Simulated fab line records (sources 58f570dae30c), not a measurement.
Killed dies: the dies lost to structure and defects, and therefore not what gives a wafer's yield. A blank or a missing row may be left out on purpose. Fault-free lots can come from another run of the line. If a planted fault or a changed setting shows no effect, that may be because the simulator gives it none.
What tool caused it? / flow berkeley cmos170 / 7 lots, 21 wafers sampled, at 2 steps of a route of 331

## WHAT THE GAUGES SHOWED, per wafer
UCB170_V2_THK_MEAS_04.
lot=L674; measured=day 8 01:53; on=film metro-04; V2_POLISHED_THK (nm)=1004.1 1001.7 1000.6
lot=L683; measured=day 9 18:26; on=film metro-04; V2_POLISHED_THK (nm)=1986.4 2024.6 2018.0
lot=L682; measured=day 9 18:43; on=film metro-03; V2_POLISHED_THK (nm)=2013.6 2008.0 2011.8
lot=L687; measured=day 10 14:58; on=film metro-02; V2_POLISHED_THK (nm)=999.4 998.4 1001.6
lot=L693; measured=day 11 01:00; on=film metro-03; V2_POLISHED_THK (nm)=1000.3 1001.2 998.2
lot=L692; measured=day 11 07:35; on=film metro-03; V2_POLISHED_THK (nm)=998.5 999.8 1001.3
lot=L697; measured=day 12 03:31; on=film metro-02; V2_POLISHED_THK (nm)=998.1 1000.8 1001.7

## WHAT TOOL EACH LOT RAN ON (gives the tool, then ch and the chambers of the sampled wafers, and finally the start)
lot=L674; UCB170_V2_CMP_02=cmp-01 ch 1,3, day 8 01:28
lot=L683; UCB170_V2_CMP_02=cmp-02 ch 1,3, day 9 18:03
lot=L682; UCB170_V2_CMP_02=cmp-02 ch 1,3, day 9 18:21
lot=L687; UCB170_V2_CMP_02=cmp-01 ch 0,1,3, day 10 14:33
lot=L693; UCB170_V2_CMP_02=cmp-01 ch 0,2,3, day 11 00:41
lot=L692; UCB170_V2_CMP_02=cmp-01 ch 1,2,3, day 11 07:16
lot=L697; UCB170_V2_CMP_02=cmp-01 ch 0,1,3, day 12 03:11
- UCB170_V2_CMP_02: polishes SiO2.

## THE ANSWER, worked out from the rows above alone
Rule: the usual values come from the lots themselves. The widest of any qualifying gaps counts: lots, ordered by their means at a reading, are off when they make up no more than a third of the lots, leave a main group of 4 or more, and stand apart from it by 3 or more times the standard deviation of that group's means. If all means in a main group match to the digits the tables above print for the reading, that group is not used. A lot without any number at a reading at which 4 lots or more have one is off too. All remaining lots with rows at the step are treated as sound.
Off: at UCB170_V2_THK_MEAS_04 (V2_POLISHED_THK), L683, L682. Mean 1000.4 nm and standard deviation 0.89 in the main group.
A tool fits if, at a process step before that reading, it ran every lot that is off, and no sound lot after the first of them. The gauges at UCB170_V2_THK_MEAS_04 are tried like those tools. One fits: UCB170_V2_CMP_02 on cmp-02. It ran no sound lot before its first lot that is off in this sample, so the start can't be narrowed down.

## WHAT HAD BEEN PUT IN BY THE SIMULATOR
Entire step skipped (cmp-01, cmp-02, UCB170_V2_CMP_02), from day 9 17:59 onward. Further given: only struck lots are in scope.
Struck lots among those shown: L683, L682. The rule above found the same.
